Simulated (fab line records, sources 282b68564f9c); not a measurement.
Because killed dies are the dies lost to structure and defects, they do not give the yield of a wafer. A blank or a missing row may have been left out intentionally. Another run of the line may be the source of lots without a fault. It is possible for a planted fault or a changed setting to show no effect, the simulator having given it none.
Lot-split experiment -- flow ritCmos -- 5 lots, 23 wafers read, on a route of 202 steps

== THE SPLIT ==
At RIT_PRETRO_COAT_01 (resist thk 1300 nm), the setting resistThkNm was moved away from the recipe's 1300 nm on 9 of the 23 wafers read, by -3.2% to +2.5%. All remaining wafers had this setting at the recipe value.

== FROM THE SPLIT TO THE READING: what the file shows between them, 3 steps ==
- RIT_PRETRO_SOFTBAKE_02: time 60 s
- RIT_PRETRO_EXPOSE_03: exposes mask M5, target cd 43700 nm
- RIT_PRETRO_DEVELOP_05: develop time 68 s

== THE READING ==
NOVOLAK_of_PRETRO_COAT_01.thkNm (the simulator's own value, which no gauge read), in nm, at RIT_PRETRO_HARDBAKE_07 (time 120 s). The file gives no usual value for it. Here, 14 wafers ran the recipe; their average is 1137 nm with a standard deviation of 3.8 nm.

wafer,"tool, chamber at the split","resistThkNm as run, nm",against the recipe,"NOVOLAK_of_PRETRO_COAT_01.thkNm, nm",against lot-mates on the recipe
L074.1,"lithoTrack-01, 0",1276,-1.8%,1120,-23
L074.2,"lithoTrack-01, 0",1276,-1.8%,1123,-20
L074.3,"lithoTrack-01, 0",1300,recipe,1141,-
L074.4,"lithoTrack-01, 0",1300,recipe,1145,-
L074.5,"lithoTrack-01, 0",1300,recipe,1142,-
L075.1,"lithoTrack-04, 0",1273,-2.1%,1112,-23
L075.5,"lithoTrack-04, 0",1273,-2.1%,1112,-23
L075.2,"lithoTrack-04, 0",1300,recipe,1135,-
L075.6,"lithoTrack-04, 0",1300,recipe,1135,-
L075.3,"lithoTrack-04, 0",1300,recipe,1134,-
L076.1,"lithoTrack-04, 0",1300,recipe,1137,-
L076.2,"lithoTrack-04, 0",1300,recipe,1134,-
L076.6,"lithoTrack-04, 0",1300,recipe,1141,-
L078.1,"lithoTrack-03, 0",1332,+2.5%,1158,+24
L078.2,"lithoTrack-03, 0",1300,recipe,1135,-
L078.4,"lithoTrack-03, 0",1300,recipe,1133,-
L078.5,"lithoTrack-03, 0",1332,+2.5%,1161,+27
L078.6,"lithoTrack-03, 0",1300,recipe,1134,-
L085.2,"lithoTrack-03, 0",1300,recipe,1133,-
L085.3,"lithoTrack-03, 0",1259,-3.2%,1102,-32
L085.4,"lithoTrack-03, 0",1259,-3.2%,1100,-34
L085.5,"lithoTrack-03, 0",1300,recipe,1134,-
L085.6,"lithoTrack-03, 0",1259,-3.2%,1101,-32

FIT RESULTS
A straight line over all 23 wafers: NOVOLAK_of_PRETRO_COAT_01.thkNm changes by +10.5 nm for each +1% of resistThkNm; r = +0.97; the points scatter about the line by 3.7 nm.
The same after taking each lot's own level away (the mean of its wafers on the recipe; 23 wafers): +10.5 nm for each +1%; r = +1.00; scatter 1.6 nm.
That fit puts the effect of the largest move of resistThkNm on the reading at 33 nm.
The span of the lots' own levels, 1133.5 to 1142.7 nm, comes to 2.4 times the standard deviation stated above.
The two slopes are in agreement: the lot-to-lot level therefore moves the slope only a little.
Check: with one of the wafers moved furthest among these (-3.2%) left out of the fit, the line predicts -33.7 nm for it against its lot-mates. Against them it came out at -31.5 nm.

== ADDITIONAL SPLITS CARRIED BY THESE WAFERS ==
These wafers also went through other splits before the reading. Each is held against what the fit with the lots' levels taken away leaves over:
other split on the same wafers,wafers away from the commonest value,r with NOVOLAK_of_PRETRO_COAT_01.thkNm (lot level and that fit taken away)
RIT_ACTIVE_COAT_06 resistThkNm,5,+0.24
RIT_ACTIVE_DEVELOP_10 developTimeS,10,+0.12
RIT_NWELL_IMPLANT_08 doseCm2,10,-0.06
RIT_PWELL_COAT_01 spinRpm,8,-0.18
RIT_PWELL_IMPLANT_08 doseCm2,7,-0.11

== THE WHOLE CHAIN: every reading that the file lists as answering this split, in the file's order ==
step,what it does,reading,change (the file's fit),r (the file's)
RIT_PRETRO_COAT_01,resist thk 1300 nm,"NOVOLAK_of_PRETRO_COAT_01.thkNm (the simulator's own value, which no gauge read)",+12.3 nm for each +1% of the setting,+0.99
RIT_PRETRO_HARDBAKE_07,time 120 s,"NOVOLAK_of_PRETRO_COAT_01.thkNm (the simulator's own value, which no gauge read)",+10.6 nm for each +1% of the setting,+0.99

== FILE'S OWN FIT ==
NOVOLAK_of_PRETRO_COAT_01.thkNm changes by +10.6 nm for each +1% of resistThkNm, r = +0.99.
